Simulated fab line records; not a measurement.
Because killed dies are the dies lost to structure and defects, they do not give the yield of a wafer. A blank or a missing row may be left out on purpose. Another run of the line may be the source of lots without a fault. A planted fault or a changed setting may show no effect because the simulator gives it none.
fab line records	flow ritCmos
record lots=6	wafers=18	lastDay=6
route steps=202 shown PLDD@159 NLDD@160 SILICIDE@161 CONTACT@168 M1@202
lots untouched by any fault: they come from a run of this same line in which no faults occurred
startH: the number of hours between the record's first day and the start of the first shown wafer of the lot	waitH: hours since the lot's step before	" identical to the entry in the row above	L1.1+2: one row covering several wafers at once	- no value present, or no start provided	* or withheld: withheld	< > ~ a bound
route shown NAME@n: a module of which the file shows steps, and the number in the route of the first	usual: the fault-free wafers' mean and standard deviation	same: alike in all rows	chamber/n: place in a boat	sites: the reading at each site	_std_site: standard deviation across them	_edge_site: outer sites' mean less inner sites'	radiusMm: for every site, how far away it sits from the centre of the wafer	mask NAME#n: copy n	behind: the tool/chamber that last shaped the wafer	hold: why the lot was held/for how many hours/how that ended	device: the transistor (n, p or np) that didn't switch	end of line: the tests these same wafers got at the end of their route	step lacking rows: just its recipe	killed: dies that structure and defects cost at the first sort, which is not the same as the wafer's yield	map: a wafer's dies, x killed, . not, _ none there
set.NAME: the setting the step ran with; set.NAME@STEP: the setting that earlier step ran with	model.NAME: the simulator's own value behind a step, which no gauge read
lots at some steps of the route; a table a step, a row a wafer
services: when a tool's chamber went out of use (startH, in hours from the record's first day, below 0 if earlier), for how many hours, and the reason
## steps
# step RIT_SDANNEAL_RS_MEAS_06
# recipe thkMeasGauge=four-point-probe
# usual PLDD_RS=178.6/0.38
lot.wafer	tool	chamber	startH	waitH	PLDD_RS[ohm/sq]
L672.1	filmMetro-01	-	51.18	0.1	178.3
L672.5	"	-	"	"	178.1
L672.6	"	-	"	"	177.5
L676.1	filmMetro-04	-	72.04	0.1	178.3
L676.2	"	-	"	"	179.1
L676.5	"	-	"	"	178.7
L682.2	filmMetro-01	-	100.96	0.1	178.7
L682.3	"	-	"	"	178.6
L682.4	"	-	"	"	178.8
L685.2	filmMetro-04	-	117.51	0.3	178.6
L685.4	"	-	"	"	177.9
L685.6	"	-	"	"	178.4
L689.1	filmMetro-01	-	134.50	0.1	178.0
L689.4	"	-	"	"	178.4
L689.6	"	-	"	"	178.1
L691.1	filmMetro-04	-	146.23	0.1	178.9
L691.3	"	-	"	"	179.1
L691.4	"	-	"	"	178.2
# step RIT_SDANNEAL_RS_MEAS_07
# recipe thkMeasGauge=four-point-probe
# usual NLDD_RS=151.6/0.43
lot.wafer	tool	chamber	startH	waitH	NLDD_RS[ohm/sq]
L672.1	filmMetro-01	-	51.30	0.1	151.3
L672.5	"	-	"	"	151.5
L672.6	"	-	"	"	151.2
L676.1	filmMetro-04	-	72.16	0.1	151.8
L676.2	"	-	"	"	152.3
L676.5	"	-	"	"	151.5
L682.2	filmMetro-01	-	101.08	0.1	151.8
L682.3	"	-	"	"	151.9
L682.4	"	-	"	"	151.5
L685.2	filmMetro-04	-	117.63	0.1	151.6
L685.4	"	-	"	"	151.8
L685.6	"	-	"	"	151.3
L689.1	filmMetro-01	-	134.62	0.1	151.2
L689.4	"	-	"	"	151.3
L689.6	"	-	"	"	151.9
L691.1	filmMetro-04	-	146.35	0.1	151.4
L691.3	"	-	"	"	151.4
L691.4	"	-	"	"	151.3
# step RIT_SILICIDE_WET_ETCH_00
# recipe chemistry=BOE	target=SiO2	targetDepthNm=14	timeS=15	dry=n2Spin	dilution=10:1	tempC=21.5
# step RIT_SILICIDE_SPUTTER_01
# recipe material=Ti	targetThkNm=30	powerW=350	chamberPressurePa=0.667	gas=Ar	timeS=240	substrateTempC=25
# usual cathodeDcPowerW=350.00/0.06	throttleValvePct=30.0/0.85
lot.wafer	tool	chamber	startH	waitH	cathodeDcPowerW	throttleValvePct
L672.1	pvdSputter-04	-	51.43	0.0	349.98	30.1
L672.5	"	-	"	"	349.93	30.7
L672.6	"	-	"	"	350.01	30.2
L676.1	pvdSputter-04	-	72.30	0.0	350.10	30.9
L676.2	"	-	"	"	350.02	30.6
L676.5	"	-	"	"	350.03	30.0
L682.2	pvdSputter-04	-	101.20	0.0	349.99	30.5
L682.3	"	-	"	"	350.03	30.8
L682.4	"	-	"	"	350.03	30.1
L685.2	pvdSputter-01	-	117.74	0.0	350.01	29.6
L685.4	"	-	"	"	349.93	28.6
L685.6	"	-	"	"	349.92	30.9
L689.1	pvdSputter-01	-	134.76	0.0	349.87	29.7
L689.4	"	-	"	"	350.09	30.5
L689.6	"	-	"	"	350.00	28.6
L691.1	pvdSputter-01	-	146.50	0.0	349.84	29.4
L691.3	"	-	"	"	349.93	28.5
L691.4	"	-	"	"	350.00	29.7
# step RIT_SILICIDE_RS_MEAS_02
# recipe thkMeasGauge=four-point-probe	reads=Ti_of_SILICIDE_SPUTTER_01
# usual SILICIDE_TI_RS=47.7/0.58
lot.wafer	tool	chamber	startH	waitH	SILICIDE_TI_RS[ohm/sq]
L672.1	filmMetro-02	-	51.58	0.1	47.5
L672.5	"	-	"	"	47.0
L672.6	"	-	"	"	47.9
L676.1	filmMetro-03	-	72.45	0.1	47.6
L676.2	"	-	"	"	47.0
L676.5	"	-	"	"	47.3
L682.2	filmMetro-02	-	101.37	0.1	48.8
L682.3	"	-	"	"	47.9
L682.4	"	-	"	"	48.7
L685.2	filmMetro-02	-	117.91	0.1	47.6
L685.4	"	-	"	"	48.1
L685.6	"	-	"	"	48.8
L689.1	filmMetro-02	-	134.91	0.1	47.0
L689.4	"	-	"	"	47.2
L689.6	"	-	"	"	47.1
L691.1	filmMetro-02	-	146.65	0.1	48.0
L691.3	"	-	"	"	48.0
L691.4	"	-	"	"	48.6
# step RIT_SILICIDE_THK_MEAS_03
# recipe thkMeasGauge=xrf	reads=Ti_of_SILICIDE_SPUTTER_01
# usual SILICIDE_TI_THK=30.1/0.39
lot.wafer	tool	chamber	startH	waitH	SILICIDE_TI_THK[nm]
L672.1	filmMetro-02	-	51.70	0.1	30.4
L672.5	"	-	"	"	30.6
L672.6	"	-	"	"	30.1
L676.1	filmMetro-03	-	72.57	0.1	30.0
L676.2	"	-	"	"	30.2
L676.5	"	-	"	"	30.0
L682.2	filmMetro-02	-	101.48	0.1	29.8
L682.3	"	-	"	"	30.0
L682.4	"	-	"	"	29.6
L685.2	filmMetro-02	-	118.02	0.1	30.1
L685.4	"	-	"	"	30.0
L685.6	"	-	"	"	29.6
L689.1	filmMetro-02	-	135.03	0.1	30.6
L689.4	"	-	"	"	30.4
L689.6	"	-	"	"	30.6
L691.1	filmMetro-02	-	146.77	0.1	30.2
L691.3	"	-	"	"	30.2
L691.4	"	-	"	"	29.9
# step RIT_SILICIDE_RTA_04
# recipe tempC=650	timeS=10	idleTempC=25	rampUpS=5	rampDownS=5	coolToC=25	ambient=N2
# usual wafer_temp_C_max=653.2/1.3
lot.wafer	tool	chamber	startH	waitH	wafer_temp_C_max
L672.1	rtpAnneal-02	0	51.76	0.1	653.4
L672.5	"	0	"	"	651.9
L672.6	"	0	"	"	652.7
L676.1	rtpAnneal-02	0	72.63	0.1	651.6
L676.2	"	0	"	"	651.2
L676.5	"	0	"	"	651.2
L682.2	rtpAnneal-02	0	101.54	0.1	651.9
L682.3	"	0	"	"	652.5
L682.4	"	0	"	"	652.4
L685.2	rtpAnneal-01	0	118.08	0.1	654.7
L685.4	"	0	"	"	653.4
L685.6	"	0	"	"	653.6
L689.1	rtpAnneal-01	0	135.09	0.1	653.6
L689.4	"	0	"	"	655.7
L689.6	"	0	"	"	653.3
L691.1	rtpAnneal-01	0	146.83	0.1	655.1
L691.3	"	0	"	"	654.9
L691.4	"	0	"	"	654.5
# step RIT_SILICIDE_WET_ETCH_05
# recipe chemistry=SPM	target=Ti	tempC=90	timeS=120	dry=n2Spin
# step RIT_SILICIDE_RTA_06
# recipe tempC=750	timeS=10	idleTempC=25	rampUpS=5	rampDownS=10	coolToC=25	ambient=N2
# usual wafer_temp_C_max=753.7/1.5
lot.wafer	tool	chamber	startH	waitH	wafer_temp_C_max
L672.1	rtpAnneal-01	0	51.87	0.0	753.5
L672.5	"	0	"	"	755.5
L672.6	"	0	"	"	755.7
L676.1	rtpAnneal-01	0	72.73	0.0	752.8
L676.2	"	0	"	"	754.5
L676.5	"	0	"	"	754.0
L682.2	rtpAnneal-01	0	101.65	0.0	755.9
L682.3	"	0	"	"	755.0
L682.4	"	0	"	"	756.0
L685.2	rtpAnneal-02	0	118.19	0.0	751.8
L685.4	"	0	"	"	752.6
L685.6	"	0	"	"	753.5
L689.1	rtpAnneal-02	0	135.24	0.0	752.1
L689.4	"	0	"	"	752.7
L689.6	"	0	"	"	752.5
L691.1	rtpAnneal-02	0	146.94	0.0	752.3
L691.3	"	0	"	"	752.0
L691.4	"	0	"	"	752.6
# step RIT_CONTACT_CVD_00
# recipe material=SiO2	targetThkNm=400	precursor=TEOS	tempC=390	timeS=61	rfW=400
# usual heaterPowerW=318/54
lot.wafer	tool	chamber	startH	waitH	heaterPowerW
L672.1	pecvd-03	1	51.94	0.1	330
L672.5	"	0	"	"	274
L672.6	"	1	"	"	342
L676.1	pecvd-01	1	72.80	0.1	374
L676.2	"	2	"	"	255
L676.5	"	1	"	"	283
L682.2	pecvd-01	1	101.70	0.0	307
L682.3	"	0	"	"	369
L682.4	"	2	"	"	343
L685.2	pecvd-01	2	118.25	0.0	333
L685.4	"	2	"	"	333
L685.6	"	0	"	"	446
L689.1	pecvd-04	0	135.30	0.1	345
L689.4	"	1	"	"	275
L689.6	"	2	"	"	330
L691.1	pecvd-01	1	147.00	0.1	368
L691.3	"	2	"	"	309
L691.4	"	0	"	"	435
# step RIT_CONTACT_THK_MEAS_01
# recipe reads=SiO2_of_CONTACT_CVD_00
# usual CONTACT_TEOS_THK=400/4.8
lot.wafer	tool	chamber	startH	waitH	CONTACT_TEOS_THK[nm]
L672.1	filmMetro-01	-	51.99	0.0	396
L672.5	"	-	"	"	406
L672.6	"	-	"	"	408
L676.1	filmMetro-02	-	72.85	0.0	393
L676.2	"	-	"	"	397
L676.5	"	-	"	"	404
L682.2	filmMetro-01	-	101.76	0.0	399
L682.3	"	-	"	"	403
L682.4	"	-	"	"	399
L685.2	filmMetro-02	-	118.31	0.0	401
L685.4	"	-	"	"	405
L685.6	"	-	"	"	410
L689.1	filmMetro-04	-	135.35	0.0	396
L689.4	"	-	"	"	407
L689.6	"	-	"	"	399
L691.1	filmMetro-02	-	147.05	0.0	391
L691.3	"	-	"	"	392
L691.4	"	-	"	"	398
# step RIT_CONTACT_HMDS_02
# recipe primeTimeS=60	primeTempC=140
# step RIT_CONTACT_COAT_03
# recipe resist=NOVOLAK	spinRpm=3250	resistThkNm=1000
# usual exhaustPa=45.0/0.83	resistLineTempC=22.99/0.1
lot.wafer	tool	chamber	startH	waitH	exhaustPa	resistLineTempC	model.NOVOLAK_of_CONTACT_COAT_03.thkNm
L672.1	lithoTrack-03	0	52.20	0.1	44.4	22.75	997.7
L672.5	"	0	"	"	43.9	23.00	1001
L672.6	"	0	"	"	44.4	22.99	998.1
L676.1	lithoTrack-01	0	73.12	0.1	44.9	23.00	1004
L676.2	"	0	"	"	46.2	23.08	1001
L676.5	"	0	"	"	45.1	22.96	1001
L682.2	lithoTrack-01	0	101.99	0.1	45.3	23.03	1019
L682.3	"	0	"	"	45.2	23.00	1021
L682.4	"	0	"	"	45.2	22.86	1021
L685.2	lithoTrack-01	0	118.67	0.3	44.1	23.09	1021
L685.4	"	0	"	"	44.4	22.95	1018
L685.6	"	0	"	"	44.0	23.03	1020
L689.1	lithoTrack-02	0	135.56	0.1	44.5	23.00	997.5
L689.4	"	0	"	"	45.4	23.24	1000
L689.6	"	0	"	"	43.6	23.15	1003
L691.1	lithoTrack-03	0	147.26	0.1	44.0	22.95	995.2
L691.3	"	0	"	"	45.0	23.00	997.8
L691.4	"	0	"	"	45.3	23.07	998.5
# step RIT_CONTACT_SOFTBAKE_04
# recipe resist=NOVOLAK	tempC=90	timeS=60
# step RIT_CONTACT_EXPOSE_05
# recipe maskId=M11	na=0.6	sourceShape=conventional	sigmaOuter=0.5	targetCdNm=1000	doseMj=250
# step RIT_CONTACT_PEB_06
# recipe resist=NOVOLAK	tempC=withheld	timeS=withheld
# step RIT_CONTACT_DEVELOP_07
# recipe resist=NOVOLAK	developTimeS=120	devTempC=23
# step RIT_CONTACT_CD_MEAS_08
# recipe targetCdNm=1000
# usual cdNm=1000.5/2
lot.wafer	tool	chamber	startH	waitH	cdNm
L672.1	cdSem-02	-	53.14	-	1000.0
L672.5	"	-	"	"	1001.0
L672.6	"	-	"	"	997.1
L676.1	cdSem-01	-	74.09	-	1004.4
L676.2	"	-	"	"	1002.9
L676.5	"	-	"	"	1001.8
L682.2	cdSem-02	-	102.92	-	999.5
L682.3	"	-	"	"	997.4
L682.4	"	-	"	"	998.4
L685.2	cdSem-02	-	119.87	-	998.5
L685.4	"	-	"	"	999.8
L685.6	"	-	"	"	997.0
L689.1	cdSem-01	-	136.38	-	999.5
L689.4	"	-	"	"	998.1
L689.6	"	-	"	"	999.5
L691.1	cdSem-02	-	148.08	-	1002.3
L691.3	"	-	"	"	1000.3
L691.4	"	-	"	"	999.9
# step RIT_CONTACT_OVL_MEAS_09
# usual CONTACT_OVL=0.4/1.7
lot.wafer	tool	chamber	startH	waitH	CONTACT_OVL[nm]
L672.1	overlay-02	-	53.26	0.1	-0.8
L672.5	"	-	"	"	0.0
L672.6	"	-	"	"	0.1
L676.1	overlay-01	-	74.21	0.1	-0.5
L676.2	"	-	"	"	-0.5
L676.5	"	-	"	"	-0.8
L682.2	overlay-02	-	103.03	0.1	0.3
L682.3	"	-	"	"	1.9
L682.4	"	-	"	"	0.3
L685.2	overlay-01	-	119.97	0.1	1.1
L685.4	"	-	"	"	0.9
L685.6	"	-	"	"	1.9
L689.1	overlay-01	-	136.50	0.1	1.8
L689.4	"	-	"	"	2.8
L689.6	"	-	"	"	2.1
L691.1	overlay-02	-	148.20	0.1	-1.1
L691.3	"	-	"	"	-0.8
L691.4	"	-	"	"	0.4
# step RIT_CONTACT_HARDBAKE_10
# recipe resist=NOVOLAK	tempC=140	timeS=60
# step RIT_CONTACT_ETCH_11
# recipe targetDepthA=4800	overEtchFrac=0.2	stopOn=TiSi2	chemistry=CHF3/CF4/Ar	target=SiO2	CHF3_flow_sccm=50	cf4FlowSccm=10	Ar_flow_sccm=100	O2_flow_sccm=5	pressureMtorr=100	rfW=200	timeS=320
# usual CHF3_flow_sccm=49.98/0.15	drypumpMotorCurrentA=5.7/0.5	oesProductAu=0.988/0.011	throttleValvePct=8.84/0.1
lot.wafer	tool	chamber	startH	waitH	CHF3_flow_sccm	drypumpMotorCurrentA	oesProductAu	rfHoursCounterH	throttleValvePct	model.NOVOLAK_of_CONTACT_COAT_03.thkNm
L672.1	rieDiel-01	2	53.44	0.1	49.79	5.3	0.994	80	8.84	765.9
L672.5	"	1	"	"	49.85	5.9	0.991	-	8.95	770.3
L672.6	"	0	"	"	49.79	5.3	0.986	-	8.69	766.6
L676.1	rieDiel-01	3	74.39	0.1	50.15	6.5	0.986	15	8.75	771.6
L676.2	"	0	"	"	49.80	5.3	0.980	131	8.72	768.1
L676.5	"	1	"	"	49.93	5.9	0.984	-	8.95	769
L682.2	rieDiel-01	0	103.21	0.1	50.18	5.3	0.991	132	8.71	785.1
L682.3	"	2	"	"	50.29	5.3	1.000	81	8.84	786.2
L682.4	"	2	"	"	49.92	5.4	0.991	-	8.83	786.7
L685.2	rieDiel-01	2	120.42	0.1	49.85	5.3	1.005	81	8.84	785.8
L685.4	"	2	"	"	49.91	5.3	0.996	-	8.84	783.8
L685.6	"	3	"	"	49.95	6.5	0.984	-	8.78	787
L689.1	rieDiel-04	0	136.68	0.1	49.84	5.1	0.993	127	8.83	766.9
L689.4	"	2	"	"	50.00	5.1	0.990	27	8.95	769.5
L689.6	"	2	"	"	49.84	5.0	0.987	-	8.94	772.5
L691.1	rieDiel-04	2	148.39	0.1	50.09	5.1	0.994	27	8.93	766.1
L691.3	"	3	"	"	49.71	5.9	0.988	44	8.89	767.3
L691.4	"	1	"	"	49.91	6.5	0.986	68	8.96	768.9
# step RIT_CONTACT_STRIP_12
# recipe chemistry=O2	timeS=180	resist=NOVOLAK	platenTempC=withheld	powerW=500	pressureMtorr=4000	o2FlowSccm=4000
# usual drypumpMotorCurrentA=5.8/0.3
lot.wafer	tool	chamber	startH	waitH	drypumpMotorCurrentA	rfHoursCounterH
L672.1	plasmaAsher-01	0	53.64	0.1	6.1	38
L672.5	"	1	"	"	5.3	-
L672.6	"	0	"	"	6.1	-
L676.1	plasmaAsher-03	0	74.59	0.1	5.4	41
L676.2	"	1	"	"	5.9	41
L676.5	"	0	"	"	5.4	-
L682.2	plasmaAsher-04	1	103.40	0.1	5.7	50
L682.3	"	0	"	"	6.0	-
L682.4	"	1	"	"	5.7	-
L685.2	plasmaAsher-03	0	120.61	0.1	5.4	46
L685.4	"	0	"	"	5.4	-
L685.6	"	1	"	"	5.9	-
L689.1	plasmaAsher-04	1	136.88	0.1	5.7	2
L689.4	"	1	"	"	5.7	-
L689.6	"	0	"	"	6.0	-
L691.1	plasmaAsher-01	0	148.58	0.1	6.1	46
L691.3	"	1	"	"	5.3	-
L691.4	"	0	"	"	6.1	-
# step RIT_M1_PROBE_99
# usual killedAtContacts=0.1/0.25	killedAtFrontEnd=7/3.3	killedDies=7/3.3	killedOnRim=2.0/1.5	killedOpen=3.6/2	killedShort=3.6/2.1
# same grossDies=264	killed_at_M0_to_M3=0	killed_at_M4_up=0	killedAtBackSide=0	killedAtOther=0
lot.wafer	tool	chamber	startH	waitH	killedAtContacts	killedAtFrontEnd	killedDies	killedOnRim	killedOpen	killedShort
L672.1	prober-01	-	58.30	0.1	0	9	9	1	4	5
L672.5	prober-01	-	58.50	0.2	0	7	7	1	3	4
L672.6	prober-01	-	58.55	0.2	0	5	5	1	3	2
L676.1	prober-01	-	79.50	0.1	0	6	6	1	3	3
L676.2	prober-01	-	79.55	0.1	0	7	7	0	3	4
L676.5	prober-01	-	79.70	0.2	0	5	5	3	4	1
L682.2	prober-01	-	108.59	0.1	0	10	10	3	5	5
L682.3	prober-01	-	108.64	0.2	0	10	10	1	2	8
L682.4	prober-01	-	108.69	0.2	1	7	8	3	4	4
L685.2	prober-02	-	125.46	0.1	0	6	6	3	3	3
L685.4	prober-02	-	125.56	0.2	0	8	8	0	3	5
L685.6	prober-02	-	125.66	0.2	0	4	4	0	4	0
L689.1	prober-02	-	142.10	0.1	0	12	12	2	5	7
L689.4	prober-02	-	142.25	0.2	0	5	5	1	2	3
L689.6	prober-02	-	142.35	0.2	0	5	5	2	1	4
L691.1	prober-02	-	153.51	0.1	0	5	5	2	4	1
L691.3	prober-02	-	153.61	0.2	0	5	5	0	4	1
L691.4	prober-02	-	153.66	0.2	0	9	9	1	5	4
# killed by level:class
L672.1 GATE:geometricParticle:short=3 FOX1:geometricParticle:open=2 GATE:geometricParticle:open=2 FOX1:geometricParticle:short=1 SILICIDE:geometricParticle:short=1
L672.5 FOX1:geometricParticle:short=2 GATE:geometricParticle:open=2 GATE:geometricParticle:short=1 SILICIDE:geometricParticle:open=1 SILICIDE:geometricParticle:short=1
L672.6 ACTIVE:geometricParticle:open=1 FOX2:geometricParticle:open=1 FOX2:geometricParticle:short=1 GATE:geometricParticle:open=1 SPACER:geometricParticle:short=1
L676.1 FOX1:geometricParticle:short=1 FOX2:geometricParticle:open=1 GATE:geometricParticle:short=1 GATE:geometricParticle:open=1 SPACER:geometricParticle:short=1 SILICIDE:geometricParticle:open=1
L676.2 GATE:geometricParticle:short=3 FOX2:geometricParticle:open=1 GATE:geometricParticle:open=1 SPACER:geometricParticle:open=1 SILICIDE:geometricParticle:short=1
L676.5 GATE:geometricParticle:open=2 FOX1:geometricParticle:open=1 GATE:geometricParticle:short=1 SILICIDE:geometricParticle:open=1
L682.2 FOX1:geometricParticle:short=2 GATE:geometricParticle:short=2 GATE:geometricParticle:open=2 REOX:geometricParticle:open=2 REOX:geometricParticle:short=1 SILICIDE:geometricParticle:open=1
L682.3 GATE:geometricParticle:short=5 FOX1:geometricParticle:short=1 GATE:geometricParticle:open=1 REOX:geometricParticle:short=1 REOX:geometricParticle:open=1 SILICIDE:geometricParticle:short=1
L682.4 GATE:geometricParticle:short=3 FOX1:geometricParticle:open=1 GATE:geometricParticle:open=1 REOX:geometricParticle:short=1 SILICIDE:geometricParticle:open=1 CONTACT:geometricParticle:open=1
L685.2 GATE:geometricParticle:open=3 GATE:geometricParticle:short=2 FOX1:geometricParticle:short=1
L685.4 GATE:geometricParticle:short=2 FOX1:geometricParticle:short=1 FOX1:geometricParticle:open=1 FOX2:geometricParticle:short=1 GATE:geometricParticle:open=1 SILICIDE:geometricParticle:open=1 SILICIDE:geometricParticle:short=1
L685.6 GATE:geometricParticle:open=3 SILICIDE:geometricParticle:open=1
L689.1 SILICIDE:geometricParticle:short=3 GATE:geometricParticle:open=2 GATE:geometricParticle:short=2 SPACER:geometricParticle:open=2 FOX1:geometricParticle:short=1 REOX:geometricParticle:short=1 REOX:geometricParticle:open=1
L689.4 SILICIDE:geometricParticle:open=2 FOX2:geometricParticle:short=1 SPACER:geometricParticle:short=1 SILICIDE:geometricParticle:short=1
L689.6 GATE:geometricParticle:open=1 GATE:geometricParticle:short=1 REOX:geometricParticle:short=1 SPACER:geometricParticle:short=1 SILICIDE:geometricParticle:short=1
L691.1 GATE:geometricParticle:open=3 FOX2:geometricParticle:short=1 SILICIDE:geometricParticle:open=1
L691.3 GATE:geometricParticle:open=2 FOX1:geometricParticle:open=1 REOX:geometricParticle:open=1 SILICIDE:geometricParticle:short=1
L691.4 FOX1:geometricParticle:short=2 FOX2:geometricParticle:open=2 GATE:geometricParticle:open=2 SPACER:geometricParticle:short=1 SILICIDE:geometricParticle:short=1 SILICIDE:geometricParticle:open=1
## services
tool	chamber	startH	hours	kind
rtpAnneal-02	-	59.20	3.2	pm
rieDiel-01	1	98.07	-	clean
rieDiel-01	1	98.07	-	consumableReplace:esc
rieDiel-01	1	98.07	27.3	scheduledDown
rieDiel-01	1	98.07	27.3	ventCycle
plasmaAsher-04	-	108.75	9.0	pm
plasmaAsher-04	0	108.75	9.0	ventCycle
plasmaAsher-04	1	108.75	9.0	ventCycle
plasmaAsher-01	-	111.34	10.6	repair
plasmaAsher-04	0	117.75	-	clean
plasmaAsher-04	1	117.75	-	clean
plasmaAsher-01	-	123.88	14.6	pm
pecvd-01	0	126.64	3.0	repair
pvdSputter-01	-	140.35	2.2	repair
## key
firstSign none at tools or gauges
modelEffect step=RIT_CONTACT_COAT_03	value=NOVOLAK_of_CONTACT_COAT_03.thkNm	without=998.1	struck=1020
modelEffect step=RIT_CONTACT_ETCH_11	value=NOVOLAK_of_CONTACT_COAT_03.thkNm	without=766.5	struck=785.8
metAt RIT_CONTACT_COAT_03
struckWafers L682.2,L682.3,L682.4,L685.2,L685.4,L685.6
testerLeftOut L682,L685
loopTrim step=RIT_CONTACT_EXPOSE_05	setting=dose	lots=L685
onsetBetween 73.12 101.99
earlierFault kind=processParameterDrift	tool=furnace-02	chamber=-	onsetH=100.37	steps=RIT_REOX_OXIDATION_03	channel=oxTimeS	offset=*	shape=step	endH=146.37	actsIn=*	stated=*
fault kind=processParameterDrift	tool=lithoTrack-01	chamber=-	onsetH=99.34	steps=RIT_CONTACT_COAT_03	channel=resistThkNm	offset=21.756	shape=step	actsIn=theseRecipesOnly	stated=1000
# testerLeftOut: of these lots the tester's yield and bins aren't shown, on N5 and GAA mostly nor the transistor test; their killed dies are dies lost to structure and defects alone, not to doping, threshold or leakage, so they don't give the yield
# loopTrim: a control loop set the setting to another value than it would have without faults
